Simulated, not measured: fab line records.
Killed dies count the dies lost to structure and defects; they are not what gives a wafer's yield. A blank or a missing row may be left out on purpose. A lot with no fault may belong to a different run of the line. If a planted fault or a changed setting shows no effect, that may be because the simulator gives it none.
Comparing a struck lot with a sound one ; flow ritCmos ; 14 out of 202 route steps
Sound: these wafers, L778.1, L778.2, L778.4. Struck: wafers L772.2, L772.4, L772.6. The cause comes at the end.
Per side, at each step with rows, come the tool, then ch with its chambers, and then its first start. Under that, the readings that differ: sound wafers ; struck wafers ; difference of the means ; sigmas: that difference in standard deviations of wafers without a fault.
alike: a reading whose means differ by less than 2 such deviations, as well as words and numbers matching on both sides. not compared: withheld readings; readings where some wafer has no value; bounds like >300 that might hide an equal value; numbers whose values overlap and for which the record gives no deviation.
The two part at a step that has a row with sigmas, a row that says differs or no value, or rows on one side only. Non-overlapping numbers with no deviation appear without sigmas and do not part them. A reading missing from all wafers of one side parts the sides only when that side holds two or more wafers.

first, 2 steps without rows for these wafers: RIT_PSD_HARDBAKE_07 (time 60 s); RIT_PSD_IMPLANT_08.
RIT_PSD_STRIP_09: strips in O2, time 180 s.
  sound on plasmaAsher-02 ch 0,1, day 6 15:44; struck on plasmaAsher-02 ch 0,1, day 5 14:11
  alike: drypumpMotorCurrentA
  not compared: rfHoursCounterH
RIT_PSD_TW_MEAS_10:
  sound on filmMetro-03 at day 6 15:55; struck on filmMetro-01 at day 5 14:22
  alike: PSD_TW
then, 3 steps without rows for these wafers: RIT_SDANNEAL_CLEAN_00 (cleans in SC1, time 600 s); RIT_SDANNEAL_CLEAN_01 (cleans in dHF, time 30 s); RIT_SDANNEAL_CLEAN_02 (cleans in SC2, time 600 s).
RIT_SDANNEAL_RTA_03: time 5 s.
  sound on rtpAnneal-01 ch 0, day 6 16:20; struck on rtpAnneal-01 ch 0, day 5 14:47
  alike: wafer_temp_C_max
RIT_SDANNEAL_RS_MEAS_04: a four-point-probe measurement.
  sound on filmMetro-03 at day 6 16:28; struck on filmMetro-02 at day 5 14:52
  alike: PSD_RS
RIT_SDANNEAL_RS_MEAS_05: a four-point-probe measurement.
  sound on filmMetro-03 at day 6 16:35; struck on filmMetro-02 at day 5 14:59
  alike: NSD_RS
RIT_SDANNEAL_RS_MEAS_06: a four-point-probe measurement.
  sound on filmMetro-03 at day 6 16:42; struck on filmMetro-02 at day 5 15:06
  alike: PLDD_RS
RIT_SDANNEAL_RS_MEAS_07: a four-point-probe measurement.
  sound on filmMetro-03 at day 6 16:49; struck on filmMetro-02 at day 5 15:13
  alike: NLDD_RS
RIT_SILICIDE_WET_ETCH_00: etches SiO2 in BOE, target depth 14 nm, time 15 s.
  sound on wetBench-02 ch 3, day 6 16:56; struck on wetBench-02 ch 3, day 5 15:19
  no value came back on the struck wafers for bathHeatDutyPct (%), tempC (C), timeS (s); on the sound wafers bathHeatDutyPct (%) reads 1.8 1.5 1.2
reading;sound;struck;difference;sigmas
model.SiO2_of_FOX2_OXIDATION_00.thkNm (nm);147.4 142.2 147.3;168.6 166.2 171.3;+23.1;
RIT_SILICIDE_SPUTTER_01: material Ti, target thk 30 nm, time 236.4 s.
  sound on pvdSputter-03 at day 6 16:57; struck on pvdSputter-04 at day 5 15:20
  alike: throttleValvePct

== WHERE THEY PART ==
At RIT_SILICIDE_WET_ETCH_00 and nowhere else, as far as this record goes. Later steps at which nothing parts them and some readings are alike: RIT_SILICIDE_SPUTTER_01.

WHY: the cause the simulator had injected
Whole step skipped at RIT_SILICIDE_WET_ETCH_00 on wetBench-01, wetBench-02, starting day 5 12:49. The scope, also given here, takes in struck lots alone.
